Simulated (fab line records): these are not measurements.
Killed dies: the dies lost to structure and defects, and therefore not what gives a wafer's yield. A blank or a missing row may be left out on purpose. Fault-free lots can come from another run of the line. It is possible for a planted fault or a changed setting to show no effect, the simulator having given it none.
Matching of chambers | flow berkeley_cmos170 | rie_diel-01 running UCB170_GATE_ETCH_14: 4 sister chambers
The step etches BARC in N2/H2. 16 wafers are shown with their chamber, then 8 later ones without.

== WAFERS WITH THEIR CHAMBER ==
wafer  | chamber | throttle_valve_pct (%) | oes_product_au (a.u.)
L146.3 | 1       | 13.20                  | 0.982
L146.4 | 3       | 13.26                  | 0.995
L146.6 | 3       | 13.27                  | 0.984
L145.1 | 3       | 13.27                  | 0.986
L145.5 | 0       | 13.16                  | 0.990
L145.6 | 1       | 13.22                  | 0.981
L148.1 | 0       | 13.16                  | 1.008
L148.5 | 0       | 13.14                  | 0.986
L148.6 | 1       | 13.24                  | 0.984
L153.1 | 2       | 13.12                  | 0.957
L153.2 | 0       | 13.14                  | 0.991
L153.3 | 3       | 13.23                  | 0.996
L155.1 | 3       | 13.26                  | 0.990
L155.2 | 1       | 13.24                  | 0.986
L155.5 | 3       | 13.27                  | 0.994
L157.1 | 0       | 13.16                  | 1.002

SIGNATURES (averages over the wafers above)
reading            | chamber 0 | chamber 1 | chamber 2 | chamber 3 | scatter within a chamber
throttle_valve_pct | 13.1520   | 13.2250   | 13.1200   | 13.2600   | 0.0152
oes_product_au     | 0.99540   | 0.98325   | 0.95700   | 0.99083   | 0.00632
Rule: distance of a wafer from a chamber = root of the sum over the readings of ((wafer's reading minus chamber's mean) / reading's scatter) squared. The wafer belongs to the nearest chamber; if the next one is less than 2 further off, it can't be placed. The scatter is the square root of a quotient: the sum, over the shown wafers, of each reading's squared deviation from its chamber's mean, divided by wafers minus chambers.

== WAFERS WITHOUT THEIR CHAMBER ==
wafer  | throttle_valve_pct (%) | oes_product_au (a.u.)
L157.2 | 13.23                  | 0.995
L157.3 | 13.13                  | 0.964
L162.2 | 13.26                  | 1.001
L162.4 | 13.14                  | 0.991
L162.5 | 13.25                  | 0.998
L161.2 | 13.26                  | 0.997
L161.3 | 13.15                  | 0.986
L161.4 | 13.22                  | 0.988

== CHAMBER TAKEN BY EACH ==
wafer  | from the rows above     | in truth
L157.2 | can't be placed: 1 or 3 | 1
L157.3 | 2                       | 2
L162.2 | 3                       | 3
L162.4 | 0                       | 0
L162.5 | can't be placed: 3 or 1 | 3
L161.2 | 3                       | 3
L161.3 | 0                       | 0
L161.4 | can't be placed: 1 or 3 | 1
Correctly placed: 5 of 8. These rows do not allow placing 3 (true chamber among the candidates in 3). Placed wrongly: 0.
